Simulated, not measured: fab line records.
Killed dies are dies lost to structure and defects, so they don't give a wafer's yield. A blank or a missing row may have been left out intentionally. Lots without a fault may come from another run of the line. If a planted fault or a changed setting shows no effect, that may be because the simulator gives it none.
Which tool was responsible? -- flow berkeley cmos170 -- 24 wafers from 8 lots sampled at 3 of the route's 331 steps

== WHAT THE GAUGES SHOWED, per wafer ==
UCB170_CONTACT_OVL_MEAS_16.
lot,measured,on,CONTACT_OVL (nm)
L412,day 7 03:21,overlay-01,0 -8 -4
L414,day 7 16:22,overlay-01,-2 0 -1
L418,day 8 19:11,overlay-02,-4 -3 -7
L423,day 9 13:43,overlay-01,-138 -135 -137 -135 -132 -135
L424,day 9 19:39,overlay-01,-139 -131 -136 -136 -129 -133
L426,day 10 20:19,overlay-02,-119 -120 -118 -115 -118 -117
L428,day 11 02:25,overlay-01,-2 -9 0
L434,day 11 19:35,overlay-01,-6 0 -4

== WHICH TOOL RAN EACH LOT (tool, then ch and the chambers of the sampled wafers, then the start) ==
lot,UCB170_CONTACT_STRIP_06,UCB170_CONTACT_EXPOSE_12
L412,"plasma asher-01 ch 0,1, day 7 01:48","krf scanner-02 ch 0, day 7 02:38"
L414,"plasma asher-04 ch 0,1, day 7 14:11","krf scanner-02 ch 0, day 7 15:28"
L418,"plasma asher-01 ch 0,1, day 8 16:20","krf scanner-01 ch 0, day 8 18:42"
L423,"plasma asher-04 ch 0,1, day 9 12:14","krf scanner-02 ch 0, day 9 13:14"
L424,"plasma asher-02 ch 0,1, day 9 18:12","krf scanner-02 ch 0, day 9 19:09"
L426,"plasma asher-02 ch 0,1, day 10 18:16","krf scanner-02 ch 0, day 10 19:32"
L428,"plasma asher-01 ch 0,1, day 11 00:52","krf scanner-01 ch 0, day 11 01:40"
L434,"plasma asher-04 ch 0,1, day 11 17:44","krf scanner-01 ch 0, day 11 18:52"
- UCB170_CONTACT_STRIP_06: strips in O2.
- UCB170_CONTACT_EXPOSE_12: exposes mask CONT, target cd 700 nm.

== THE ANSWER, worked out from the rows above alone ==
Rule: the lots themselves supply what counts as usual. Put in order of their means at a reading, lots are off if they are a third of the lots or fewer, leave a main group of 4 or more, and stand apart from it by a gap of 3 or more times the standard deviation of the main group's means; of several such gaps the widest counts. The tables above print the reading to a certain number of digits; a main group whose means all agree to those digits is not used. A lot without any number at a reading at which 4 lots or more have one is off too. Where the step has rows for the other lots, those lots are counted as sound.
Across all readings shown, no lot is off: no conclusion can be drawn from this.

== WHAT WAS PUT IN BY THE SIMULATOR ==
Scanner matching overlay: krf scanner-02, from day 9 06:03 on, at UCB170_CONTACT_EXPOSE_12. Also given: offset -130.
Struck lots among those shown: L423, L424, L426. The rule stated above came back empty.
